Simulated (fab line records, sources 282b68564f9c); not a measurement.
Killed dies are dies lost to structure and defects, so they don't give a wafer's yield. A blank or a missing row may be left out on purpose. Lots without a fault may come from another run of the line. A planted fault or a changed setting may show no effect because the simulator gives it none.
Which tool did it? | flow rit_cmos | 14 lots, 42 wafers sampled, at 2 steps of a route of 202

WHAT THE GAUGES READ, wafer by wafer
RIT_PLDD_TW_MEAS_10. Usual: PLDD_TW 2347, standard deviation 12.
lot  | measured    | on            | PLDD_TW        | flag
L996 | day 3 05:08 | film_metro-02 | 2328 2320 2335 |
L997 | day 3 10:21 | film_metro-04 | 2365 2364 2352 |
L998 | day 3 16:47 | film_metro-04 | 2355 2356 2350 |
L100 | day 4 00:32 | film_metro-04 | 2329 2330 2324 |
L102 | day 4 11:59 | film_metro-02 | 2342 2349 2356 |
L104 | day 4 20:40 | film_metro-01 | 2377 2366 2356 |
L106 | day 5 09:06 | film_metro-04 | 2340 2337 2338 |
L109 | day 5 22:31 | film_metro-04 | 30 30 30       | OFF
L110 | day 6 04:17 | film_metro-02 | 30 30 30       | OFF
L112 | day 6 13:37 | film_metro-01 | 2350 2340 2354 |
L113 | day 6 18:08 | film_metro-04 | 2347 2328 2345 |
L114 | day 6 23:46 | film_metro-01 | 2341 2353 2330 |
L116 | day 7 09:36 | film_metro-01 | 2362 2359 2342 |
L117 | day 7 13:59 | film_metro-01 | 2370 2358 2364 |

WHICH TOOL RAN EACH LOT (tool, then ch and the chambers of the sampled wafers, then the start)
lot  | RIT_NLDD_STRIP_09
L996 | plasma_asher-01 ch 0,1, day 3 03:25
L997 | plasma_asher-03 ch 0,1, day 3 08:45
L998 | plasma_asher-02 ch 0,1, day 3 14:58
L100 | plasma_asher-03 ch 0,1, day 3 22:59
L102 | plasma_asher-03 ch 0,1, day 4 10:23
L104 | plasma_asher-03 ch 0,1, day 4 19:03
L106 | plasma_asher-02 ch 0,1, day 5 07:25
L109 | plasma_asher-01 ch 0,1, day 5 20:47
L110 | plasma_asher-01 ch 1, day 6 02:33
L112 | plasma_asher-01 ch 0,1, day 6 12:03
L113 | plasma_asher-03 ch 0,1, day 6 16:27
L114 | plasma_asher-01 ch 0,1, day 6 22:10
L116 | plasma_asher-01 ch 0,1, day 7 08:02
L117 | plasma_asher-03 ch 0,1, day 7 12:02
- RIT_NLDD_STRIP_09: strips in O2, time 180 s.

WHAT THE TOOLS THEMSELVES READ (means of the sampled wafers that have a number; where no wafer has one, the mark that the record gives instead)
RIT_NLDD_STRIP_09. Usual: chamber_pressure_mTorr 4000 mTorr, standard deviation 3.4; drypump_motor_current_A 5.6 A, standard deviation 0.44.
lot  | tool            | chamber_pressure_mTorr (mTorr) | drypump_motor_current_A (A) | flag
L996 | plasma_asher-01 | 4000                           | 5.6                         |
L997 | plasma_asher-03 | 4000                           | 5.7                         |
L998 | plasma_asher-02 | 3999                           | 5.2                         |
L100 | plasma_asher-03 | 4001                           | 5.6                         |
L102 | plasma_asher-03 | 4002                           | 5.7                         |
L104 | plasma_asher-03 | 4001                           | 5.8                         |
L106 | plasma_asher-02 | 4000                           | 5.0                         |
L109 | plasma_asher-01 | -                              | -                           | OFF
L110 | plasma_asher-01 | -                              | -                           | OFF
L112 | plasma_asher-01 | 3999                           | 5.6                         |
L113 | plasma_asher-03 | 3997                           | 5.7                         |
L114 | plasma_asher-01 | 4002                           | 5.6                         |
L116 | plasma_asher-01 | 3998                           | 5.6                         |
L117 | plasma_asher-03 | 3999                           | 5.7                         |

THE ANSWER, worked out from the rows above alone
Rule: a lot is off if the mean of its wafers that have a number lies more than 3 standard deviations from the usual mean. A lot without any number at a reading at which 4 lots or more have one is off too. The other lots that the step has rows for count as sound. The gauges are gone through in route order, then the tools' own readings, and for those a lot's mean is taken as printed above. The first step at which some lot is off is used, and at that step the reading that is off furthest; a lot without a number counts as furthest.
Off: L109, L110, at RIT_PLDD_TW_MEAS_10 (PLDD_TW).
A tool fits if, at a process step before that reading, it ran every lot that is off, and no sound lot after the first of them. The gauges at RIT_PLDD_TW_MEAS_10 aren't tried: what is off there is off at RIT_NLDD_STRIP_09 too, on other tools, and a gauge's error can't cause that. None of those tried fits.

WHAT THE SIMULATOR HAD PUT IN
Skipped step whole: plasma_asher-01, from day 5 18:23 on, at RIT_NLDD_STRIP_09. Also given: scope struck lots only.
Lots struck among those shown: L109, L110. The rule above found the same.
